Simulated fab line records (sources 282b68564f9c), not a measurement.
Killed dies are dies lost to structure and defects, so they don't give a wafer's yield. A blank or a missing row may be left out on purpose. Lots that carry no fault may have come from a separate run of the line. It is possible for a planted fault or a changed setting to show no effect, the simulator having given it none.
Struck lot and sound lot, side by side / flow ritCmos / 29 out of 202 route steps
Sound: the wafers L887.1, L887.3, L887.6. Wafers L893.3, L893.4, L893.5 were the ones struck. The cause is named last.
At each step with rows: each side's tool, then ch and its chambers, then its first start. Under that, the readings that differ: sound wafers / struck wafers / difference of the means / sigmas: that difference in standard deviations of wafers without a fault.
alike: readings whose means differ by less than 2 such deviations, and words and numbers that are the same on both sides. not compared: withheld readings, readings that some wafer has no value for, bounds like >300 that may hide the same value, and numbers for which the record gives no deviation and whose values overlap.
A row with sigmas, a row that says differs or no value, or rows on one side alone: a step with any of these is where the two part. Numbers that have no deviation but don't overlap get no sigmas and don't part them. A reading that every wafer of one side lacks parts them only if that side has two wafers or more.

RIT_SDANNEAL_RTA_03: time 5 s.
  sound on rtpAnneal-01 ch 0, day 4 22:46; struck on rtpAnneal-01 ch 0, day 6 05:56
  alike: wafer_temp_C_max
RIT_SDANNEAL_RS_MEAS_04: a four-point-probe measurement.
  sound: filmMetro-03 at day 4 22:49; struck: filmMetro-03 at day 6 06:01
  alike: PSD_RS
RIT_SDANNEAL_RS_MEAS_05: a four-point-probe measurement.
  sound: filmMetro-03 at day 4 22:56; struck: filmMetro-03 at day 6 06:08
  alike: NSD_RS
RIT_SDANNEAL_RS_MEAS_06: a four-point-probe measurement.
  sound: filmMetro-03 at day 4 23:03; struck: filmMetro-03 at day 6 06:16
  alike: PLDD_RS
RIT_SDANNEAL_RS_MEAS_07: a four-point-probe measurement.
  sound: filmMetro-03 at day 4 23:10; struck: filmMetro-03 at day 6 06:23
  alike: NLDD_RS
then, 1 step without rows for these wafers: RIT_SILICIDE_WET_ETCH_00 (etches SiO2 in BOE, target depth 14 nm, time 15 s).
RIT_SILICIDE_SPUTTER_01: material Ti, target thk 30 nm, time 240 s.
  sound: pvdSputter-01 at day 4 23:19; struck: pvdSputter-01 at day 6 06:28
  alike: cathodeDcPowerW, throttleValvePct
RIT_SILICIDE_RS_MEAS_02: a four-point-probe measurement.
  sound: filmMetro-02 at day 4 23:28; struck: filmMetro-04 at day 6 06:40
  alike: SILICIDE_TI_RS
RIT_SILICIDE_THK_MEAS_03: measures by xrf.
  sound: filmMetro-02 at day 4 23:35; struck: filmMetro-04 at day 6 06:46
  alike: SILICIDE_TI_THK
RIT_SILICIDE_RTA_04: time 10 s, ramp up 5 s, ramp down 5 s.
  sound on rtpAnneal-02 ch 0, day 4 23:38; struck on rtpAnneal-02 ch 0, day 6 06:49
  alike: wafer_temp_C_max
then, 1 step without rows for these wafers: RIT_SILICIDE_WET_ETCH_05 (etches Ti in SPM, time 120 s).
RIT_SILICIDE_RTA_06: time 10.37 s, ramp up 5 s, ramp down 10 s.
  sound on rtpAnneal-01 ch 0, day 4 23:45; struck on rtpAnneal-01 ch 0, day 6 06:56
  alike: wafer_temp_C_max
RIT_CONTACT_CVD_00: deposits SiO2 from TEOS, target thk 400 nm, time 61 s.
  sound on pecvd-01 ch 0,1,2, day 4 23:49; struck on pecvd-01 ch 1,2, day 6 07:12
  alike: heaterPowerW, rfFwdPowerW
RIT_CONTACT_THK_MEAS_01:
  sound: filmMetro-03 at day 4 23:52; struck: filmMetro-01 at day 6 07:16
reading=CONTACT_TEOS_THK (nm); sound=401 398 401; struck=783 798 797; difference=+393; sigmas=+73
then, 6 steps without rows for these wafers: RIT_CONTACT_HMDS_02 (prime time 60 s); RIT_CONTACT_COAT_03 (resist thk 1000 nm); RIT_CONTACT_SOFTBAKE_04 (time 60 s); RIT_CONTACT_EXPOSE_05 (exposes mask M11, target cd 1000 nm); RIT_CONTACT_PEB_06; RIT_CONTACT_DEVELOP_07 (develop time 120 s).
RIT_CONTACT_CD_MEAS_08: target cd 1000 nm.
  sound: cdSem-02 at day 5 00:53; struck: cdSem-01 at day 6 08:19
  alike: cdNm
RIT_CONTACT_OVL_MEAS_09:
  sound: overlay-01 at day 5 01:01; struck: overlay-01 at day 6 08:25
reading=CONTACT_OVL (nm); sound=-0.9 -2.5 -0.8; struck=3.2 0.9 -0.1; difference=+2.7; sigmas=+2
then, 1 step without rows for these wafers: RIT_CONTACT_HARDBAKE_10 (time 60 s).
RIT_CONTACT_ETCH_11: etches SiO2 in CHF3/CF4/Ar, stops on TiSi2, target depth 480 nm, time 320 s.
  sound on rieDiel-02 ch 0,1,2, day 5 01:12; struck on rieDiel-01 ch 0,1,3, day 6 08:35
reading=model.etch.depthNm (nm); sound=400.8 397.9 401.4; struck=470.6 481.6 466; difference=+72.7; sigmas=
reading=model.CONTACT.featureDepthNm (nm); sound=400.8 397.9 401.4; struck=470.6 481.6 466; difference=+72.7; sigmas=
  alike: drypumpMotorCurrentA, mfcArSccm, oesProductAu, rfFwdPowerW, throttleValvePct
  not compared: rfHoursCounterH
RIT_CONTACT_STRIP_12: strips in O2, time 180 s.
  sound on plasmaAsher-03 ch 0,1, day 5 01:23; struck on plasmaAsher-02 ch 0,1, day 6 08:58
  alike: drypumpMotorCurrentA, rfReflPowerW
  not compared: rfHoursCounterH
RIT_CONTACT_CD_MEAS_90: target cd 1000 nm.
  sound: cdSem-02 at day 5 01:34; struck: cdSem-01 at day 6 09:07
  alike: cdNm
RIT_CONTACT_CLEAN_13: cleans in SC1, time 600 s.
  sound on wetBench-01 ch 3, day 5 01:41; struck on wetBench-03 ch 3, day 6 09:15
reading=model.SiO2_of_CONTACT_CVD_00.thkNm (nm); sound=396.6 393.8 397.3; struck=779.2 795.3 792.3; difference=+393.0; sigmas=
then, 1 step without rows for these wafers: RIT_CONTACT_CLEAN_14 (cleans in SC2, time 600 s).
RIT_M1_PROBE_99:
  sound: prober-02 at day 5 06:10; struck: prober-01 at day 6 14:54
reading=killedAtContacts; sound=0 0 0; struck=254 254 253; difference=+254; sigmas=+99 or more
reading=killedDies; sound=7 5 5; struck=264 264 264; difference=+258; sigmas=+89
reading=killedOnRim; sound=0 0 0; struck=70 70 70; difference=+70; sigmas=+54
  alike: killedAtFrontEnd, killedOpen, killedShort

WHERE THEY PART
Earliest at RIT_CONTACT_THK_MEAS_01; latest, in this record, at RIT_M1_PROBE_99.

WHY: what the simulator had put in
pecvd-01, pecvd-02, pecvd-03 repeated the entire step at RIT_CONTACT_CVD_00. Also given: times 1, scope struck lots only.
